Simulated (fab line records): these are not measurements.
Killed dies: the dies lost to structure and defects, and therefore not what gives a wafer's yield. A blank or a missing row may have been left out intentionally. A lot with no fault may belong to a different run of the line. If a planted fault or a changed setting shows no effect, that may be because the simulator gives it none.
fab line records / flow berkeley_cmos170
record: lots: 14 wafers: 42 last_day: 12
route steps=331 shown CONTACT@229
lots with no fault: from the same line, run without faults
start_h: the number of hours between the record's first day and the start of the first shown wafer of the lot / wait_h: how many hours have passed since the lot's step before this one / " same as the row above / L1.1+2: one row covering several wafers at once / - no value present, or no start provided / * or withheld: withheld / < > ~ a bound
route shown NAME@n: NAME is a module with steps in the file, n the number in the route of the first one / usual: mean/standard deviation of fault-free wafers / same: alike in all rows / chamber/n: place in a boat / sites: the reading at each site / _std_site: the values' standard deviation / _edge_site: mean of outer sites minus mean of inner sites / radius_mm: for every site, how far away it sits from the centre of the wafer / mask NAME#n: copy n / behind: the tool/chamber that last shaped the wafer / hold: reason for holding the lot/hours on hold/outcome of the hold / device: whichever transistor did not switch (one of n, p or np) / end of line: the same wafers' tests at the end of the route / where a step has no rows: the recipe by itself / killed: dies that structure and defects cost at the first sort, which is not the same as the wafer's yield / map: shows each die of a wafer: x if killed, . if not, _ if none is there
set.NAME: the run value of the setting; set.NAME@STEP: its run value at that earlier step / model.NAME: the simulator's own value behind a step, which no gauge read
route steps across a sampled set of lots; one table per step, one row per wafer
== steps ==
step: UCB170_CONTACT_PEB_13
recipe: peb_temp_c: 130 peb_time_s: withheld resist: KrF
usual: chill_plate_temp_C: 23.00/0.11 exhaust_pa: 45.1/0.96 heater_power_total_W: 56.80/0.04
lot.wafer=L163.1 tool=litho_track-03 chamber=0 start_h=181.26 wait_h=0.1 chill_plate_temp_C=23.05 exhaust_pa=45.6 heater_power_total_W=56.84
lot.wafer=L163.4 tool=litho_track-03 chamber=0 start_h=181.26 wait_h=0.1 chill_plate_temp_C=23.14 exhaust_pa=45.3 heater_power_total_W=56.81
lot.wafer=L163.6 tool=litho_track-03 chamber=0 start_h=181.26 wait_h=0.1 chill_plate_temp_C=22.96 exhaust_pa=44.8 heater_power_total_W=56.81
lot.wafer=L161.2 tool=litho_track-03 chamber=0 start_h=182.76 wait_h=0.1 chill_plate_temp_C=23.09 exhaust_pa=44.7 heater_power_total_W=56.79
lot.wafer=L161.5 tool=litho_track-03 chamber=0 start_h=182.76 wait_h=0.1 chill_plate_temp_C=22.95 exhaust_pa=45.1 heater_power_total_W=56.76
lot.wafer=L161.6 tool=litho_track-03 chamber=0 start_h=182.76 wait_h=0.1 chill_plate_temp_C=23.01 exhaust_pa=46.0 heater_power_total_W=56.84
lot.wafer=L162.1 tool=litho_track-03 chamber=0 start_h=183.01 wait_h=0.1 chill_plate_temp_C=23.07 exhaust_pa=45.9 heater_power_total_W=56.79
lot.wafer=L162.3 tool=litho_track-03 chamber=0 start_h=183.01 wait_h=0.1 chill_plate_temp_C=23.00 exhaust_pa=44.2 heater_power_total_W=56.74
lot.wafer=L162.4 tool=litho_track-03 chamber=0 start_h=183.01 wait_h=0.1 chill_plate_temp_C=23.16 exhaust_pa=43.3 heater_power_total_W=56.78
lot.wafer=L165.2 tool=litho_track-04 chamber=0 start_h=187.01 wait_h=0.1 chill_plate_temp_C=23.12 exhaust_pa=44.3 heater_power_total_W=56.76
lot.wafer=L165.4 tool=litho_track-04 chamber=0 start_h=187.01 wait_h=0.1 chill_plate_temp_C=23.10 exhaust_pa=45.9 heater_power_total_W=56.82
lot.wafer=L165.6 tool=litho_track-04 chamber=0 start_h=187.01 wait_h=0.1 chill_plate_temp_C=23.00 exhaust_pa=45.7 heater_power_total_W=56.78
lot.wafer=L166.2 tool=litho_track-04 chamber=0 start_h=205.92 wait_h=0.1 chill_plate_temp_C=22.85 exhaust_pa=44.1 heater_power_total_W=56.78
lot.wafer=L166.4 tool=litho_track-04 chamber=0 start_h=205.92 wait_h=0.1 chill_plate_temp_C=22.88 exhaust_pa=44.5 heater_power_total_W=56.83
lot.wafer=L166.5 tool=litho_track-04 chamber=0 start_h=205.92 wait_h=0.1 chill_plate_temp_C=22.95 exhaust_pa=43.4 heater_power_total_W=56.78
lot.wafer=L169.3 tool=litho_track-01 chamber=- start_h=211.95 wait_h=0.2 chill_plate_temp_C=- exhaust_pa=- heater_power_total_W=-
lot.wafer=L169.5 tool=litho_track-01 chamber=- start_h=211.95 wait_h=0.2 chill_plate_temp_C=- exhaust_pa=- heater_power_total_W=-
lot.wafer=L169.6 tool=litho_track-01 chamber=- start_h=211.95 wait_h=0.2 chill_plate_temp_C=- exhaust_pa=- heater_power_total_W=-
lot.wafer=L173.2 tool=litho_track-04 chamber=- start_h=219.69 wait_h=0.1 chill_plate_temp_C=- exhaust_pa=- heater_power_total_W=-
lot.wafer=L173.3 tool=litho_track-04 chamber=- start_h=219.69 wait_h=0.1 chill_plate_temp_C=- exhaust_pa=- heater_power_total_W=-
lot.wafer=L173.4 tool=litho_track-04 chamber=- start_h=219.69 wait_h=0.1 chill_plate_temp_C=- exhaust_pa=- heater_power_total_W=-
lot.wafer=L176.1 tool=litho_track-04 chamber=0 start_h=243.62 wait_h=0.1 chill_plate_temp_C=22.89 exhaust_pa=45.1 heater_power_total_W=56.81
lot.wafer=L176.4 tool=litho_track-04 chamber=0 start_h=243.62 wait_h=0.1 chill_plate_temp_C=22.98 exhaust_pa=43.9 heater_power_total_W=56.75
lot.wafer=L176.6 tool=litho_track-04 chamber=0 start_h=243.62 wait_h=0.1 chill_plate_temp_C=23.05 exhaust_pa=44.5 heater_power_total_W=56.78
lot.wafer=L175.1 tool=litho_track-03 chamber=0 start_h=246.84 wait_h=0.1 chill_plate_temp_C=22.96 exhaust_pa=45.7 heater_power_total_W=56.77
lot.wafer=L175.3 tool=litho_track-03 chamber=0 start_h=246.84 wait_h=0.1 chill_plate_temp_C=22.93 exhaust_pa=45.9 heater_power_total_W=56.76
lot.wafer=L175.5 tool=litho_track-03 chamber=0 start_h=246.84 wait_h=0.1 chill_plate_temp_C=22.91 exhaust_pa=44.9 heater_power_total_W=56.83
lot.wafer=L181.3 tool=litho_track-04 chamber=0 start_h=271.35 wait_h=0.1 chill_plate_temp_C=22.83 exhaust_pa=45.4 heater_power_total_W=56.77
lot.wafer=L181.4 tool=litho_track-04 chamber=0 start_h=271.35 wait_h=0.1 chill_plate_temp_C=23.06 exhaust_pa=46.2 heater_power_total_W=56.79
lot.wafer=L181.6 tool=litho_track-04 chamber=0 start_h=271.35 wait_h=0.1 chill_plate_temp_C=23.05 exhaust_pa=45.2 heater_power_total_W=56.82
lot.wafer=L183.1 tool=litho_track-04 chamber=0 start_h=271.58 wait_h=0.1 chill_plate_temp_C=23.00 exhaust_pa=46.2 heater_power_total_W=56.83
lot.wafer=L183.2 tool=litho_track-04 chamber=0 start_h=271.58 wait_h=0.1 chill_plate_temp_C=23.04 exhaust_pa=44.9 heater_power_total_W=56.83
lot.wafer=L183.6 tool=litho_track-04 chamber=0 start_h=271.58 wait_h=0.1 chill_plate_temp_C=23.14 exhaust_pa=45.3 heater_power_total_W=56.79
lot.wafer=L182.1 tool=litho_track-01 chamber=0 start_h=275.80 wait_h=0.1 chill_plate_temp_C=23.02 exhaust_pa=44.8 heater_power_total_W=56.83
lot.wafer=L182.4 tool=litho_track-01 chamber=0 start_h=275.80 wait_h=0.1 chill_plate_temp_C=22.86 exhaust_pa=44.2 heater_power_total_W=56.81
lot.wafer=L182.5 tool=litho_track-01 chamber=0 start_h=275.80 wait_h=0.1 chill_plate_temp_C=23.01 exhaust_pa=45.6 heater_power_total_W=56.84
lot.wafer=L184.1 tool=litho_track-04 chamber=0 start_h=276.46 wait_h=0.1 chill_plate_temp_C=23.03 exhaust_pa=44.7 heater_power_total_W=56.76
lot.wafer=L184.3 tool=litho_track-04 chamber=0 start_h=276.46 wait_h=0.1 chill_plate_temp_C=23.17 exhaust_pa=45.3 heater_power_total_W=56.77
lot.wafer=L184.5 tool=litho_track-04 chamber=0 start_h=276.46 wait_h=0.1 chill_plate_temp_C=22.86 exhaust_pa=43.9 heater_power_total_W=56.78
lot.wafer=L180.3 tool=litho_track-01 chamber=0 start_h=277.77 wait_h=0.1 chill_plate_temp_C=22.99 exhaust_pa=44.6 heater_power_total_W=56.76
lot.wafer=L180.4 tool=litho_track-01 chamber=0 start_h=277.77 wait_h=0.1 chill_plate_temp_C=22.85 exhaust_pa=44.2 heater_power_total_W=56.83
lot.wafer=L180.5 tool=litho_track-01 chamber=0 start_h=277.77 wait_h=0.1 chill_plate_temp_C=22.98 exhaust_pa=44.0 heater_power_total_W=56.83
== key ==
first_sign: step: UCB170_CONTACT_PEB_13 reading: tool_record direction: missing
effect none on later readings
met_at UCB170_CONTACT_PEB_13
struck_lots L169,L173
later_rows_left_out L169.3,L169.5,L169.6,L173.2,L173.3,L173.4
sort_left_out L169.3,L169.5,L169.6,L173.2,L173.3,L173.4
tester_left_out L169,L173
onset_between 205.92 211.95
fault: kind: skipped_step_whole tool: litho_track-01,litho_track-04 chamber: - onset_h: 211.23 steps: UCB170_CONTACT_PEB_13 scope: struck_lots_only
tester_left_out: of these lots the tester's yield and bins aren't shown, on N5 and GAA mostly nor the transistor test; their killed dies are dies lost to structure and defects alone, not to doping, threshold or leakage, so they don't give the yield
sort_left_out: the simulated sort isn't trusted on such a fault, so these wafers' sort isn't shown, and their yield isn't known
later_rows_left_out: the simulator's readings of these wafers behind a module that went badly wrong aren't trusted and aren't shown, but for the sort
